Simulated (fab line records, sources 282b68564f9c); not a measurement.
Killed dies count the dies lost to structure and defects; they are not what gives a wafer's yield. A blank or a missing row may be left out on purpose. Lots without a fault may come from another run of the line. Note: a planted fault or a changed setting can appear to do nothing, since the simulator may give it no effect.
A struck lot beside a sound one	flow rit cmos	18 steps out of a route of 202
Sound: these wafers, L332.3, L332.5, L332.6. Struck: wafers L326.2, L326.3, L326.4. At the end, the cause is stated.
Each step with rows lists, per side, the tool, then ch with its chambers, then its first start. Under that, the readings that differ: sound wafers	struck wafers	difference of the means	sigmas: that difference in standard deviations of wafers without a fault.
alike: words and numbers the same on both sides, and readings whose means are apart by under 2 such deviations; not compared: readings that were withheld, readings missing a value for some wafer, numbers with overlapping values and no deviation given by the record, and bounds like >300 which may hide the same value.
A row with sigmas, a row that says differs or no value, or rows on one side alone: a step with any of these is where the two part. When numbers do not overlap yet have no deviation, they are printed without sigmas and do not part them. A reading missing from all wafers of one side parts the sides only when that side holds two or more wafers.

first, 2 steps without rows for these wafers: RIT_PLDD_HARDBAKE_07 (time 60 s); RIT_PLDD_IMPLANT_08.
RIT_PLDD_STRIP_09: strips in O2, time 180 s.
  sound on plasma asher-03 ch 0,1, day 6 13:22; struck on plasma asher-02 ch 0,1, day 5 12:05
  alike: drypump motor current A, o2 flow sccm
  not compared: rf hours counter h
RIT_PLDD_TW_MEAS_10:
  sound on film metro-03, day 6 13:29; struck on film metro-03, day 5 12:16
  alike: PLDD_TW
then, 4 steps without rows for these wafers: RIT_SPACER_CLEAN_00 (cleans in SC1, time 600 s); RIT_SPACER_CLEAN_01 (cleans in dHF, time 30 s); RIT_SPACER_CLEAN_02 (cleans in SC2, time 600 s); RIT_SPACER_CVD_03 (deposits Si3N4 from SiH2Cl2/NH3, target thk 250 nm, time 3300 s).
RIT_SPACER_THK_MEAS_04:
  sound on film metro-02, day 6 16:29; struck on film metro-02, day 5 14:38
  alike: SPACER_NITRIDE_THK
RIT_SPACER_ETCHBACK_05: etches Si3N4 in SF6/CHF3, stops on SiO2, target depth 250 nm, time 240 s.
  sound on rie diel-04 ch 0,2,3, day 6 16:32; struck on rie diel-02 ch 0,1,3, day 5 14:41
  alike: drypump motor current A, oes product au, throttle valve pct
  not compared: rf hours counter h
then, 2 steps without rows for these wafers: RIT_NSD_HMDS_00 (prime time 60 s); RIT_NSD_COAT_01 (resist thk 1000 nm).
RIT_NSD_SOFTBAKE_02: time 62.74 s.
  sound on litho track-02 ch 0, day 6 17:02; struck on litho track-04 ch 0, day 5 15:09
reading	sound	struck	difference	sigmas
heater power total W (W)	34.62 34.70 34.67	32.22 32.19 32.15	-2.48	-51
plate sensor t centre C (C)	90.982 90.965 90.972	86.368 86.358 86.336	-4.619	-99 or more
plate sensor t edge C (C)	91.004 91.030 91.031	86.385 86.403 86.410	-4.622	-99 or more
then, 2 steps without rows for these wafers: RIT_NSD_EXPOSE_03 (exposes mask M9, target cd 40700 nm); RIT_NSD_PEB_04.
RIT_NSD_DEVELOP_05: develop time 50 s.
  sound: litho track-04 ch 0; struck: litho track-04 ch 0
reading	sound	struck	difference	sigmas
model.NOVOLAK_of_NSD_COAT_01.thk nm (nm)	1001 1003 1001	1011 1007 1010	+8	
RIT_NSD_OVL_MEAS_06:
  sound on overlay-02, day 6 17:32; struck on overlay-02, day 5 15:41
  alike: NSD_OVL
RIT_M1_PROBE_99:
  the record has rows for the struck wafers here (prober-01, day 6 01:56) and none for the sound ones

## WHERE THEY PART
At RIT_NSD_SOFTBAKE_02 first; at RIT_M1_PROBE_99 last (within this record only).

WHY: what had been put in by the simulator
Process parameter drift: litho track-04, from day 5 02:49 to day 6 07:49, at RIT_NSD_SOFTBAKE_02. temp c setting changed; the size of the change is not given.
